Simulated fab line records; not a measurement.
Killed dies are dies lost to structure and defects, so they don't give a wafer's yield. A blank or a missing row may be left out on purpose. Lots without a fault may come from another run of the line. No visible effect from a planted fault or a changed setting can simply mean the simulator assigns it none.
fab line records | flow berkeleyCmos170
record lots=14 wafers=42 lastDay=13
route steps=331 shown PWELL@47 SILICIDE@211 CONTACT@224
lots that met no fault: taken from a fault-free run of the same line
startH: hours from the record's opening day to when the first of the lot's shown wafers began | waitH: how many hours have passed since the lot's step before this one | " unchanged from the row above | L1.1+2: a row that stands for several wafers | - value missing, or start not given | * or withheld: withheld | < > ~ a bound
route shown NAME@n: names a module that has steps shown in the file, with the first one's number in the route | usual: mean/standard deviation of fault-free wafers | same: alike in all rows | chamber/n: place in a boat | sites: readings site by site | _std_site: their standard deviation | _edge_site: the outer-site mean with the inner-site mean subtracted | radiusMm: for every site, how far away it sits from the centre of the wafer | mask NAME#n: copy n | behind: tool/chamber where the wafer was last shaped | hold: why the lot was held/for how many hours/how that ended | device: the transistor (n, p or np) that didn't switch | end of line: tests of these same wafers at the route's end | where a step has no rows: the recipe by itself | killed: count of dies lost to structure and defects at first sort (not the wafer's yield) | map: the dies of a wafer, with x for killed, . for not killed, _ for no die there
set.NAME: the run value of the setting; set.NAME@STEP: its run value at that earlier step | model.NAME: the simulator's own value behind a step, which no gauge read
steps of the route over a sample of lots; a table a step, a row a wafer
services: when a tool's chamber went out of use (startH, in hours from the record's first day, below 0 if earlier), for how many hours, and the reason
## steps
# step UCB170_PWELL_OVL_MEAS_13
# usual PWELL_OVL=2/6.5
# columns lot.wafer tool chamber startH waitH PWELL_OVL[nm]
L910.1 overlay-01 - 55.37 - 7
L910.2 " - " " -4
L910.4 " - " " 2
L912.1 overlay-02 - 64.10 - -5
L912.4 " - " " -3
L912.5 " - " " -8
L913.1 overlay-01 - 73.67 - 3
L913.3 " - " " 3
L913.5 " - " " 6
L914.3 overlay-01 - 78.97 - 8
L914.4 " - " " 4
L914.6 " - " " -4
L915.3 overlay-02 - 78.97 - -4
L915.5 " - " " 4
L915.6 " - " " 5
L916.1 overlay-01 - 85.27 - 5
L916.4 " - " " -1
L916.6 " - " " -10
L917.1 overlay-02 - 89.73 - -11
L917.2 " - " " 3
L917.6 " - " " 4
L920.1 overlay-02 - 99.80 - 3
L920.3 " - " " 2
L920.6 " - " " -7
L923.4 overlay-02 - 120.10 - 17
L923.5 " - " " 7
L923.6 " - " " 20
L922.3 overlay-02 - 120.37 - 0
L922.4 " - " " 7
L922.5 " - " " -7
L926.3 overlay-01 - 137.60 - 4
L926.4 " - " " -2
L926.5 " - " " 9
L925.1 overlay-02 - 137.65 - -3
L925.3 " - " " 1
L925.4 " - " " 2
L927.2 overlay-02 - 146.79 - -3
L927.3 " - " " 6
L927.5 " - " " 11
L933.2 overlay-02 - 174.45 - 7
L933.5 " - " " -7
L933.6 " - " " -2
# step UCB170_SILICIDE_SPUTTER_01
# recipe material=Ti targetThkNm=30 timeS=25 powerW=1500 chamberPressurePa=0.5
# usual cathodeDcPowerW=1500.0/0.27 throttleValvePct=29.8/0.79
# columns lot.wafer tool chamber startH waitH cathodeDcPowerW throttleValvePct
L912.1 pvdSputter-01 - 166.23 0.0 1500.0 29.8
L912.4 " - " " 1500.2 30.4
L912.5 " - " " 1500.0 29.6
L910.1 pvdSputter-03 - 166.84 0.0 1499.8 29.5
L910.2 " - " " 1499.5 30.3
L910.4 " - " " 1500.2 29.3
L913.1 pvdSputter-03 - 182.50 0.0 1499.6 29.4
L913.3 " - " " 1499.5 30.5
L913.5 " - " " 1500.4 29.4
L914.3 pvdSputter-04 - 182.63 0.0 1500.0 29.9
L914.4 " - " " 1500.2 29.4
L914.6 " - " " 1500.0 29.0
L915.3 pvdSputter-01 - 182.95 0.0 1499.9 30.9
L915.5 " - " " 1500.1 30.2
L915.6 " - " " 1500.4 29.9
L916.1 pvdSputter-03 - 190.65 0.0 1500.0 29.2
L916.4 " - " " 1499.8 29.7
L916.6 " - " " 1500.1 29.6
L917.1 pvdSputter-03 - 205.55 0.0 1500.1 29.5
L917.2 " - " " 1500.0 29.2
L917.6 " - " " 1500.1 30.5
L920.1 pvdSputter-04 - 205.94 0.0 1500.0 29.3
L920.3 " - " " 1500.0 28.8
L920.6 " - " " 1500.0 29.2
L923.4 pvdSputter-04 - 228.91 0.0 1500.1 30.1
L923.5 " - " " 1500.2 29.7
L923.6 " - " " 1499.9 31.6
L922.3 pvdSputter-01 - 228.94 0.0 1500.0 29.7
L922.4 " - " " 1500.0 31.1
L922.5 " - " " 1500.3 31.1
L925.1 pvdSputter-03 - 255.03 0.0 1733.9 29.5
L925.3 " - " " 1734.3 30.6
L925.4 " - " " 1734.1 29.1
L926.3 pvdSputter-01 - 255.15 0.0 1500.4 31.1
L926.4 " - " " 1500.1 29.6
L926.5 " - " " 1500.2 31.1
L927.2 pvdSputter-03 - 259.62 0.0 1734.1 29.5
L927.3 " - " " 1734.5 29.6
L927.5 " - " " 1733.8 30.4
L933.2 pvdSputter-01 - 288.49 0.0 1500.1 29.9
L933.5 " - " " 1500.0 31.3
L933.6 " - " " 1499.8 29.8
# step UCB170_SILICIDE_RS_MEAS_02
# recipe thkMeasGauge=four-point-probe reads=Ti_of_SILICIDE_SPUTTER_01
# usual SILICIDE_TI_RS=26.1/0.36
# columns lot.wafer tool chamber startH waitH SILICIDE_TI_RS[ohm/sq]
L912.1 filmMetro-01 - 166.26 0.0 26.2
L912.4 " - " " 25.9
L912.5 " - " " 26.1
L910.1 filmMetro-02 - 166.88 0.0 26.2
L910.2 " - " " 26.1
L910.4 " - " " 25.6
L913.1 filmMetro-02 - 182.53 0.0 26.7
L913.3 " - " " 26.6
L913.5 " - " " 26.6
L914.3 filmMetro-04 - 182.70 0.1 26.0
L914.4 " - " " 25.8
L914.6 " - " " 25.5
L915.3 filmMetro-04 - 183.02 0.1 25.7
L915.5 " - " " 25.9
L915.6 " - " " 25.9
L916.1 filmMetro-02 - 190.68 0.0 25.5
L916.4 " - " " 26.0
L916.6 " - " " 26.4
L917.1 filmMetro-02 - 205.58 0.0 26.1
L917.2 " - " " 25.4
L917.6 " - " " 26.1
L920.1 filmMetro-01 - 205.97 0.0 25.7
L920.3 " - " " 26.1
L920.6 " - " " 25.7
L923.4 filmMetro-02 - 229.00 0.1 25.9
L923.5 " - " " 26.1
L923.6 " - " " 25.8
L922.3 filmMetro-01 - 229.01 0.1 26.2
L922.4 " - " " 26.1
L922.5 " - " " 25.9
L925.1 filmMetro-01 - 255.06 0.0 22.5
L925.3 " - " " 22.3
L925.4 " - " " 22.1
L926.3 filmMetro-02 - 255.22 0.1 26.3
L926.4 " - " " 26.2
L926.5 " - " " 26.0
L927.2 filmMetro-02 - 259.67 0.0 21.9
L927.3 " - " " 22.2
L927.5 " - " " 22.4
L933.2 filmMetro-04 - 288.54 0.0 26.7
L933.5 " - " " 27.0
L933.6 " - " " 26.7
# step UCB170_SILICIDE_THK_MEAS_03
# recipe thkMeasGauge=xrf reads=Ti_of_SILICIDE_SPUTTER_01
# usual SILICIDE_TI_THK=30.2/0.37
# columns lot.wafer tool chamber startH waitH SILICIDE_TI_THK[nm]
L912.1 filmMetro-01 - 166.38 0.1 30.2
L912.4 " - " " 30.5
L912.5 " - " " 30.3
L910.1 filmMetro-02 - 167.00 0.1 30.0
L910.2 " - " " 30.2
L910.4 " - " " 30.6
L913.1 filmMetro-02 - 182.65 0.1 29.9
L913.3 " - " " 29.7
L913.5 " - " " 30.0
L914.3 filmMetro-04 - 182.80 0.1 30.3
L914.4 " - " " 30.5
L914.6 " - " " 30.7
L915.3 filmMetro-04 - 183.12 0.1 30.5
L915.5 " - " " 30.3
L915.6 " - " " 30.3
L916.1 filmMetro-02 - 190.80 0.1 31.1
L916.4 " - " " 30.5
L916.6 " - " " 30.0
L917.1 filmMetro-02 - 205.70 0.1 30.2
L917.2 " - " " 31.0
L917.6 " - " " 30.0
L920.1 filmMetro-01 - 206.09 0.1 30.7
L920.3 " - " " 30.4
L920.6 " - " " 30.8
L923.4 filmMetro-02 - 229.09 0.1 30.4
L923.5 " - " " 30.2
L923.6 " - " " 30.6
L922.3 filmMetro-01 - 229.11 0.1 30.2
L922.4 " - " " 30.3
L922.5 " - " " 30.3
L925.1 filmMetro-01 - 255.18 0.1 34.3
L925.3 " - " " 34.6
L925.4 " - " " 35.0
L926.3 filmMetro-02 - 255.32 0.1 30.1
L926.4 " - " " 30.0
L926.5 " - " " 30.4
L927.2 filmMetro-02 - 259.78 0.1 35.4
L927.3 " - " " 34.8
L927.5 " - " " 34.5
L933.2 filmMetro-04 - 288.65 0.1 29.5
L933.5 " - " " 29.3
L933.6 " - " " 29.6
# step UCB170_CONTACT_RTA_08
# recipe tempC=900 timeS=10 ambient=N2
# usual lampPowerPct=21.6/1.4 wafer_temp_C_max=904.3/1.9
# columns lot.wafer tool chamber startH waitH lampPowerPct wafer_temp_C_max
L912.1 rtpAnneal-02 0 170.07 0.0 22.9 904.3
L912.4 " 0 " " 22.9 905.8
L912.5 " 0 " " 22.9 905.1
L910.1 rtpAnneal-02 0 171.68 0.0 22.9 903.8
L910.2 " 0 " " 22.9 906.1
L910.4 " 0 " " 22.9 906.4
L913.1 rtpAnneal-01 0 185.67 0.0 20.1 902.4
L913.3 " 0 " " 20.1 902.4
L913.5 " 0 " " 20.1 902.0
L914.3 rtpAnneal-01 0 186.52 0.0 20.1 902.7
L914.4 " 0 " " 20.1 902.7
L914.6 " 0 " " 20.2 902.3
L915.3 rtpAnneal-02 0 186.52 0.0 22.9 905.3
L915.5 " 0 " " 22.9 907.4
L915.6 " 0 " " 22.9 905.0
L916.1 rtpAnneal-02 0 194.36 0.0 22.9 906.8
L916.4 " 0 " " 22.9 905.4
L916.6 " 0 " " 22.9 906.0
L917.1 rtpAnneal-02 0 208.62 0.0 22.9 906.0
L917.2 " 0 " " 22.9 906.9
L917.6 " 0 " " 22.9 906.3
L920.1 rtpAnneal-01 0 210.09 0.0 20.1 902.2
L920.3 " 0 " " 20.1 902.3
L920.6 " 0 " " 20.1 902.3
L923.4 rtpAnneal-01 0 232.30 0.0 20.1 903.2
L923.5 " 0 " " 20.1 902.8
L923.6 " 0 " " 20.1 903.3
L922.3 rtpAnneal-02 0 232.92 0.0 22.9 906.5
L922.4 " 0 " " 22.9 906.9
L922.5 " 0 " " 22.9 905.2
L925.1 rtpAnneal-01 0 258.34 0.0 20.1 901.8
L925.3 " 0 " " 20.1 902.7
L925.4 " 0 " " 20.1 901.9
L926.3 rtpAnneal-02 0 258.36 0.0 22.9 907.1
L926.4 " 0 " " 22.9 904.3
L926.5 " 0 " " 22.9 904.8
L927.2 rtpAnneal-02 0 264.40 0.0 22.9 905.6
L927.3 " 0 " " 22.9 904.2
L927.5 " 0 " " 23.0 904.1
L933.2 rtpAnneal-02 0 294.11 0.0 22.9 906.0
L933.5 " 0 " " 22.9 905.7
L933.6 " 0 " " 22.9 908.3
# step UCB170_CONTACT_ETCH_17
# recipe chemistry=N2/H2 targetDepthA=withheld overetchA=withheld target=BARC timeS=withheld sourceW=500 biasW=100 pressureMtorr=30 n2FlowSccm=100 h2FlowSccm=200
# usual drypumpMotorCurrentA=5.5/0.4 n2FlowSccm=99.96/0.28 oesProductAu=0.997/0.018 throttleValvePct=13.24/0.19
# columns lot.wafer tool chamber startH waitH drypumpMotorCurrentA n2FlowSccm oesProductAu throttleValvePct
L912.1 rieDiel-01 0 171.84 0.0 5.4 100.21 0.963 13.22
L912.4 " 3 " " 5.1 99.99 0.996 13.21
L912.5 " 2 " " 5.8 100.10 1.015 13.16
L910.1 rieDiel-01 0 173.13 0.0 5.4 100.09 0.971 13.21
L910.2 " 1 " " 5.1 99.59 0.987 13.32
L910.4 " 2 " " 5.8 100.37 1.006 13.12
L913.1 rieDiel-02 2 188.12 0.0 6.2 100.13 0.976 13.46
L913.3 " 0 " " 5.8 99.63 0.980 13.20
L913.5 " 2 " " 6.2 99.73 0.975 13.45
L915.3 rieDiel-02 1 189.02 0.0 5.7 100.21 0.994 13.14
L915.5 " 0 " " 5.8 99.96 0.996 13.21
L915.6 " 3 " " 4.9 99.86 1.006 13.41
L914.3 rieDiel-03 2 189.14 0.0 6.0 99.50 1.031 12.87
L914.4 " 1 " " 5.3 100.19 0.987 12.94
L914.6 " 2 " " 6.0 99.99 1.022 12.90
L916.1 rieDiel-03 0 195.42 0.0 5.9 99.86 1.031 13.30
L916.4 " 1 " " 5.3 100.02 0.993 12.95
L916.6 " 1 " " 5.3 100.21 1.006 12.94
L917.1 rieDiel-03 2 209.81 0.0 6.0 100.25 1.024 12.89
L917.2 " 3 " " 5.1 99.52 0.986 13.68
L917.6 " 1 " " 5.3 99.85 0.994 12.96
L920.1 rieDiel-03 0 211.28 0.0 6.0 100.45 1.024 13.30
L920.3 " 2 " " 6.0 99.74 1.022 12.89
L920.6 " 1 " " 5.3 100.19 0.995 12.95
L923.4 rieDiel-02 1 233.33 0.0 5.7 100.02 0.983 13.14
L923.5 " 3 " " 4.9 100.06 1.002 13.42
L923.6 " 0 " " 5.8 100.07 0.979 13.23
L922.3 rieDiel-01 3 234.09 0.0 5.1 99.99 0.993 13.23
L922.4 " 2 " " 5.8 100.28 1.010 13.15
L922.5 " 0 " " 5.4 100.16 0.963 13.21
L925.1 rieDiel-01 0 259.77 0.0 5.4 100.00 0.972 13.21
L925.3 " 3 " " 5.1 100.26 1.000 13.21
L925.4 " 1 " " 5.1 99.95 0.984 13.32
L926.3 rieDiel-03 0 259.88 0.0 5.9 99.90 1.030 13.30
L926.4 " 2 " " 6.0 100.06 1.021 12.88
L926.5 " 0 " " 6.0 99.80 1.025 13.30
L927.2 rieDiel-01 0 266.50 0.0 5.4 100.06 0.959 13.20
L927.3 " 3 " " 5.1 100.08 0.992 13.21
L927.5 " 0 " " 5.4 100.34 0.962 13.22
L933.2 rieDiel-02 2 296.03 0.0 6.2 99.48 0.974 13.44
L933.5 " 2 " " 6.2 100.02 0.981 13.45
L933.6 " 3 " " 4.9 99.74 1.012 13.41
## services
# columns tool chamber startH hours kind
rieDiel-01 0 145.46 1.6 repair
rieDiel-02 0 148.50 18.0 repair
rieDiel-02 - 152.78 0.6 repair
pvdSputter-01 - 212.00 4.6 repair
rieDiel-03 2 223.10 16.4 repair
pvdSputter-04 - 232.06 3.4 repair
rieDiel-02 2 243.03 4.0 repair
rieDiel-03 3 249.35 - clean
rieDiel-03 3 249.35 17.4 scheduledDown
rieDiel-03 3 249.35 17.4 ventCycle
rieDiel-01 0 251.65 2.2 repair
rtpAnneal-01 - 253.73 4.6 pm
rieDiel-03 - 258.88 0.2 repair
rieDiel-01 2 264.00 7.9 repair
pvdSputter-03 - 265.06 2.6 repair
pvdSputter-03 - 266.34 1.8 repair
rieDiel-03 2 266.73 - clean
rieDiel-03 2 266.73 19.7 scheduledDown
rieDiel-03 2 266.73 19.7 ventCycle
rieDiel-02 2 269.27 8.1 repair
rieDiel-03 - 287.21 2.8 pm
rieDiel-01 3 292.84 - clean
rieDiel-01 3 292.84 20.1 scheduledDown
rieDiel-01 3 292.84 20.1 ventCycle
## key
firstSign step=UCB170_SILICIDE_SPUTTER_01 reading=cathodeDcPowerW direction=up sigmas=99+ usual=1500.0 struck=1734.1
effect step=UCB170_SILICIDE_RS_MEAS_02 reading=SILICIDE_TI_RS direction=down sigmas=11 usual=26.1 struck=22.2
effect step=UCB170_SILICIDE_THK_MEAS_03 reading=SILICIDE_TI_THK direction=up sigmas=12 usual=30.2 struck=34.8
metAt UCB170_SILICIDE_SPUTTER_01
struckLots L925,L927
testerLeftOut L925,L927
notActingAt UCB170_PWELL_OVL_MEAS_13,UCB170_CONTACT_RTA_08,UCB170_CONTACT_ETCH_17
onsetBetween 205.55 255.03
fault kind=processParameterDrift tool=pvdSputter-03 chamber=- onsetH=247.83 steps=UCB170_SILICIDE_SPUTTER_01 channel=powerW offset=234.05 shape=step endH=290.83 actsIn=theseRecipesOnly stated=1500
# testerLeftOut: of these lots the tester's yield and bins aren't shown, on N5 and GAA mostly nor the transistor test; their killed dies are dies lost to structure and defects alone, not to doping, threshold or leakage, so they don't give the yield
